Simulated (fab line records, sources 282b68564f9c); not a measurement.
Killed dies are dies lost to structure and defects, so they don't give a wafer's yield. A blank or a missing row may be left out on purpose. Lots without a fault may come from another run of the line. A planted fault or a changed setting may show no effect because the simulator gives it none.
Problem report in the 8D (eight disciplines) form, filled by code | flow rit_cmos | the parts of the form that need people (team, actions taken, sign-off) are left out

1. THE PROBLEM
PLDD_TW at RIT_PLDD_TW_MEAS_10 reads a mean of 30 on 3 wafers of 1 lot; wafers without a fault read 2358 with a standard deviation of 16. That is -99 or more standard deviations from the usual mean.
First seen on wafer L899.1, day 4 00:34, on film_metro-04. The record holds 39 wafers of 13 lots with a number at this step. Rule for "out", or "out of limits": more than 4 standard deviations from the usual mean. The other wafers with a number count as sound.

2. WHAT IT IS AND WHAT IT IS NOT
question                    | is                     | is not
which readings at this step | PLDD_TW                | -
which lots                  | L899                   | L893, L894, L896, L897, L898, L909, L910, L911, L913, L914, L915, L916
which wafers of those lots  | all that have a number | -
read on which gauges        | film_metro-04          | film_metro-01, film_metro-02
when                        | from day 4 00:34       | up to then (15 sound wafers); but 21 sound wafers of L909, L910, L911, L913, L914, L915, L916 came after

3. SUSPECTS, AND WHAT RULES EACH OUT
Counting: a tool at a process step up to the reading stays a suspect if it ran every lot that is out and no sound lot after the first of them.
- the gauge at RIT_PLDD_TW_MEAS_10: ruled out. All the wafers that are out were read on film_metro-04, but those of them that RIT_NLDD_STRIP_09 has rows for are out there too, on other tools.
- plasma_asher-04 at RIT_NLDD_STRIP_09 (strips in O2, time 180 s): ruled out as a lasting fault. Sound lots L909, L910, L913, L914, L915, L916 ran on it after its first lot that is out, L899 (day 3 22:51).
Left after counting: nothing in the record.

4. THE CAUSE (what the simulator had put in)
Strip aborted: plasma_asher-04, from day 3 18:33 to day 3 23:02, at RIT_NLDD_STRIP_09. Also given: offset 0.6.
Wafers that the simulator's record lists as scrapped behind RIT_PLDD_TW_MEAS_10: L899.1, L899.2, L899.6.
Counting ruled it out, wrongly: the rule takes a fault to strike every lot that its tool runs from its start on, and this one did not.

5. THE CHAIN OF EFFECTS, in route order
Each row: a reading whose mean over the struck wafers that have a number lies more than 3 standard deviations from the usual. Only readings for which the record gives a usual standard deviation are gone through. hours: the time from each lot's start at the first step in this table that gives one to its start at this step, as a median over the lots. sigmas: the change in usual standard deviations.
hours | step                | reading      | usual   | on struck wafers | change | sigmas
0     | RIT_NLDD_STRIP_09   | run_length_s | 208.0 s | 72.1             | -135.9 | -99 or more
2     | RIT_PLDD_TW_MEAS_10 | PLDD_TW      | 2358    | 30               | -2328  | -99 or more
The process steps in it:
- RIT_NLDD_STRIP_09: strips in O2, time 180 s.

6. WHAT WOULD HAVE CAUGHT IT SOONER
In this record the first reading out of limits at a measuring or inspecting step was taken at day 4 00:34, 6 hours after the fault began at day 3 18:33.
The tool's own readings at RIT_NLDD_STRIP_09 were out on every struck wafer that the step has a row for (run_length_s): an alarm limit on them would have fired on the first of those.
